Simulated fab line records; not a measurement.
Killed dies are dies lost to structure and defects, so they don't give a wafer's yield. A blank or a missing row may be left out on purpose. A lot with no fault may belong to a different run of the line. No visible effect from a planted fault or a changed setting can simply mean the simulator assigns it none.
Which of the tools did it? ; flow rit_cmos ; 21 wafers from 7 lots sampled at 2 of the route's 202 steps

== WHAT EACH GAUGE READ, for each wafer ==
RIT_SDANNEAL_RS_MEAS_05: the measuring method here is four-point-probe.
lot;measured;on;NSD_RS (ohm/sq)
L669;day 3 10:59;film_metro-01;84.98 84.98 84.97
L672;day 4 03:11;film_metro-01;84.73 85.02 84.78
L675;day 4 17:05;film_metro-03;84.28 84.26 84.20
L678;day 5 09:05;film_metro-01;85.31 85.29 85.53
L683;day 6 07:09;film_metro-02;85.55 85.71 85.38
L687;day 7 05:43;film_metro-03;84.67 84.66 84.67
L690;day 7 20:42;film_metro-02;84.50 84.76 84.73

== TOOL THAT RAN EACH LOT (tool first, then ch and the chambers of the sampled wafers, then the start) ==
lot;RIT_NSD_IMPLANT_08
L669;implanter-03 ch 0, day 3 08:35
L672;implanter-01 ch 0, day 4 00:50
L675;implanter-03 ch 0, day 4 14:43
L678;implanter-03 ch 0, day 5 06:35
L683;implanter-03 ch 0, day 6 04:46
L687;implanter-04 ch 0, day 7 03:04
L690;implanter-04 ch 0, day 7 18:13
- RIT_NSD_IMPLANT_08

== THE ANSWER, worked out from the rows above alone ==
Rule: usual is defined by the lots themselves. The widest of any qualifying gaps counts: lots, ordered by their means at a reading, are off when they make up no more than a third of the lots, leave a main group of 4 or more, and stand apart from it by 3 or more times the standard deviation of that group's means. Not used: any main group whose means are identical at the precision the tables above print for the reading. Also off: a lot with no number at a reading for which 4 or more lots have one. Any other lot the step has rows for is counted as sound.
Across all readings shown, no lot is off: no conclusion can be drawn from this.

== WHAT THE SIMULATOR HAD PUT IN ==
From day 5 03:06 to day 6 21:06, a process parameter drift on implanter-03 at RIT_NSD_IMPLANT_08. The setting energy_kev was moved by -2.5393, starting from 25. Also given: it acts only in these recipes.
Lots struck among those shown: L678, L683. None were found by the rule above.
